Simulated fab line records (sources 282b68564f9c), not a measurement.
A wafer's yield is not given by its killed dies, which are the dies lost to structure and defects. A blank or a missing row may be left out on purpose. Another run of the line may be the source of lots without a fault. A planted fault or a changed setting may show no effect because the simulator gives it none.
Which of the tools did it? ; flow ritCmos ; 42 wafers from 14 lots sampled at 3 of the route's 202 steps

WHAT THE GAUGES READ, wafer by wafer
RIT_NRETRO_OVL_MEAS_06.
lot;measured;on;NRETRO_OVL (nm)
L176;day 2 14:13;overlay-01;1.2 3.9 3.4
L177;day 2 18:12;overlay-01;1.6 0.5 1.5
L178;day 2 23:01;overlay-01;0.0 -0.8 -0.2
L180;day 3 07:45;overlay-01;-0.3 2.3 -0.4
L182;day 3 19:47;overlay-01;1.4 -0.6 -0.6
L183;day 4 00:52;overlay-02;1.5 1.2 -0.3
L184;day 4 06:38;overlay-02;-0.7 -1.4 0.0
L186;day 4 14:17;overlay-01;0.5 0.4 0.0
L188;day 4 22:36;overlay-02;2.5 3.1 2.3
L190;day 5 10:24;overlay-01;1.3 1.4 -0.9
L191;day 5 15:22;overlay-01;0.4 -0.2 0.7
L193;day 6 00:50;overlay-02;1.0 1.9 1.6
L195;day 6 09:04;overlay-02;- - -
L196;day 6 15:23;overlay-02;- - -

RIT_PRETRO_TW_MEAS_10.
lot;measured;on;PRETRO_TW
L176;day 2 16:23;filmMetro-01;481 480 480
L177;day 2 20:29;filmMetro-03;476 474 473
L178;day 3 01:23;filmMetro-03;478 478 479
L180;day 3 09:55;filmMetro-02;473 474 473
L182;day 3 21:57;filmMetro-02;468 469 471
L183;day 4 03:02;filmMetro-01;479 481 480
L184;day 4 08:48;filmMetro-01;481 481 482
L186;day 4 16:27;filmMetro-02;470 475 471
L188;day 5 00:46;filmMetro-02;476 473 471
L190;day 5 12:34;filmMetro-03;477 476 478
L191;day 5 17:32;filmMetro-02;473 473 475
L193;day 6 03:08;filmMetro-03;478 479 480
L195;day 6 11:13;filmMetro-03;1090 1082 1082 1089 1085 1083
L196;day 6 17:41;filmMetro-01;1094 1094 1096 1101 1094 1094

WHAT TOOL EACH LOT RAN ON (gives the tool, then ch and the chambers of the sampled wafers, and finally the start)
lot;RIT_NRETRO_COAT_01
L176;lithoTrack-03 ch 0, day 2 13:15
L177;lithoTrack-04 ch 0, day 2 17:22
L178;lithoTrack-04 ch 0, day 2 22:19
L180;lithoTrack-01 ch 0, day 3 06:53
L182;lithoTrack-04 ch 0, day 3 19:05
L183;lithoTrack-04 ch 0, day 4 00:08
L184;lithoTrack-04 ch 0, day 4 05:47
L186;lithoTrack-01 ch 0, day 4 13:27
L188;lithoTrack-01 ch 0, day 4 21:53
L190;lithoTrack-03 ch 0, day 5 09:26
L191;lithoTrack-01 ch 0, day 5 14:31
L193;lithoTrack-01 ch 0, day 5 23:59
L195;lithoTrack-01, day 6 08:12
L196;lithoTrack-04, day 6 14:41
- RIT_NRETRO_COAT_01: resist thk 1300 nm.

WHAT THE TOOLS THEMSELVES READ (means of the sampled wafers that have a number; where no wafer has one, the mark that the record gives instead)
RIT_NRETRO_COAT_01.
lot;tool;chillPlateTempC (C);dispensePressureKPa (kPa)
L176;lithoTrack-03;23.13;45
L177;lithoTrack-04;22.96;48
L178;lithoTrack-04;23.00;48
L180;lithoTrack-01;23.07;54
L182;lithoTrack-04;23.00;48
L183;lithoTrack-04;23.00;48
L184;lithoTrack-04;23.02;48
L186;lithoTrack-01;23.02;54
L188;lithoTrack-01;22.97;54
L190;lithoTrack-03;22.97;45
L191;lithoTrack-01;22.94;54
L193;lithoTrack-01;22.90;53
L195;lithoTrack-01;-;-
L196;lithoTrack-04;-;-

THE ANSWER, worked out from the rows above alone
Rule: what is usual is taken from the lots themselves. Put in order of their means at a reading, lots are off if they are a third of the lots or fewer, leave a main group of 4 or more, and stand apart from it by a gap of 3 or more times the standard deviation of the main group's means; of several such gaps the widest counts. A main group whose means are all the same, to the digits that the tables above print for the reading, isn't used. Also off: a lot with no number at a reading for which 4 or more lots have one. All remaining lots with rows at the step are treated as sound. First the gauges in route order, then the tools' own readings, where a lot's mean is used as printed above. At the first step where some lot is off, the reading lying furthest off is the one used; lots without a number count as furthest.
Off: L195, L196, at RIT_NRETRO_OVL_MEAS_06 (NRETRO_OVL). Without a number there: L195, L196. The main group has a mean of 0.8 nm with a standard deviation of 1.
A tool fits if, at a process step before that reading, it ran every lot that is off, and no sound lot after the first of them. The gauges at RIT_NRETRO_OVL_MEAS_06 aren't tried: what is off there is off at RIT_PRETRO_TW_MEAS_10 too, on other tools, and a gauge's error can't cause that. No candidate that was tried fits.

WHAT THE SIMULATOR HAD INSERTED
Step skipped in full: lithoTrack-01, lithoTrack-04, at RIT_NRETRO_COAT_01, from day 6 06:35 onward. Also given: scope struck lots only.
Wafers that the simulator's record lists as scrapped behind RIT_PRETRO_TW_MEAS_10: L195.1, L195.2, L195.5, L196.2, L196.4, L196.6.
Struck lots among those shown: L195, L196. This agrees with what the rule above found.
